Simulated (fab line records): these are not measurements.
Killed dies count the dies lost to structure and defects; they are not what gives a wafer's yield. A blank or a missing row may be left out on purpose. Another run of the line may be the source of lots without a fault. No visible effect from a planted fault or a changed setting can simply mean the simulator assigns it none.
Split-lot experiment + flow berkeley-cmos170 + 5 lots, 23 wafers read, on a route of 331 steps

## SPLIT DETAILS
At UCB170_SACOX_OXIDATION_01 (target thk 14.4 nm, ox time 2400 s), the setting ox-time-s was moved away from the recipe's 2400 s on 20 of the 23 wafers read, by -9.1% to +6.7%. All remaining wafers had this setting at the recipe value.

Split to reading: the file shows no intervening step.

## THE READING
SACOX_OXIDE_THK in nanometres, read at UCB170_SACOX_THK_MEAS_02. On this fab line, fault-free wafers typically give 14.34 nm with a standard deviation of 0.29 nm.

| wafer  | tool, chamber at the split | ox-time-s as run, s | against the recipe | SACOX_OXIDE_THK, nm | against lot-mates on the recipe |
|--------|----------------------------|---------------------|--------------------|---------------------|---------------------------------|
| L075.1 | -, -                       | 2181                | -9.1%              | 12.99               | no lot-mate on the recipe       |
| L075.2 | -, -                       | 2181                | -9.1%              | 13.06               | no lot-mate on the recipe       |
| L075.3 | -, -                       | 2181                | -9.1%              | 13.01               | no lot-mate on the recipe       |
| L075.5 | -, -                       | 2181                | -9.1%              | 13.17               | no lot-mate on the recipe       |
| L075.6 | -, -                       | 2181                | -9.1%              | 12.90               | no lot-mate on the recipe       |
| L076.2 | -, -                       | 2560                | +6.7%              | 15.12               | no lot-mate on the recipe       |
| L076.3 | -, -                       | 2560                | +6.7%              | 14.89               | no lot-mate on the recipe       |
| L076.4 | -, -                       | 2560                | +6.7%              | 14.84               | no lot-mate on the recipe       |
| L076.5 | -, -                       | 2560                | +6.7%              | 14.83               | no lot-mate on the recipe       |
| L076.6 | -, -                       | 2560                | +6.7%              | 14.96               | no lot-mate on the recipe       |
| L079.2 | -, -                       | 2562                | +6.7%              | 14.84               | no lot-mate on the recipe       |
| L079.3 | -, -                       | 2562                | +6.7%              | 14.93               | no lot-mate on the recipe       |
| L079.4 | -, -                       | 2562                | +6.7%              | 15.11               | no lot-mate on the recipe       |
| L079.5 | -, -                       | 2562                | +6.7%              | 15.16               | no lot-mate on the recipe       |
| L079.6 | -, -                       | 2562                | +6.7%              | 15.07               | no lot-mate on the recipe       |
| L082.1 | -, -                       | 2297                | -4.3%              | 13.67               | no lot-mate on the recipe       |
| L082.3 | -, -                       | 2297                | -4.3%              | 14.01               | no lot-mate on the recipe       |
| L082.4 | -, -                       | 2297                | -4.3%              | 13.85               | no lot-mate on the recipe       |
| L082.5 | -, -                       | 2297                | -4.3%              | 13.52               | no lot-mate on the recipe       |
| L082.6 | -, -                       | 2297                | -4.3%              | 13.98               | no lot-mate on the recipe       |
| L083.1 | furnace-04, 0              | 2400                | recipe             | 14.06               | -                               |
| L083.3 | furnace-04, 0              | 2400                | recipe             | 14.18               | -                               |
| L083.5 | furnace-04, 0              | 2400                | recipe             | 14.27               | -                               |

FIT RESULTS
A straight line over all 23 wafers: SACOX_OXIDE_THK changes by +0.119 nm for each +1% of ox-time-s; r = +0.98; the points scatter about the line by 0.15 nm.
Too few moved wafers have a lot-mate on the recipe to fit a line with each lot's own level taken away.

## THE WHOLE CHAIN: every reading that the file lists as answering this split, in the file's order
| step                      | what it does                       | reading                                                                            | change (the file's fit)               | r (the file's) |
|---------------------------|------------------------------------|------------------------------------------------------------------------------------|---------------------------------------|----------------|
| UCB170_SACOX_OXIDATION_01 | target thk 14.4 nm, ox time 2400 s | SiO2_of_SACOX_OXIDATION_01.thk-nm (the simulator's own value, which no gauge read) | +0.117 nm for each +1% of the setting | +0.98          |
| UCB170_SACOX_THK_MEAS_02  |                                    | SACOX_OXIDE_THK                                                                    | +0.119 for each +1% of the setting    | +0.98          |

## FILE'S OWN FIT
SACOX_OXIDE_THK changes by +0.119 nm for each +1% of ox-time-s, r = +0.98.
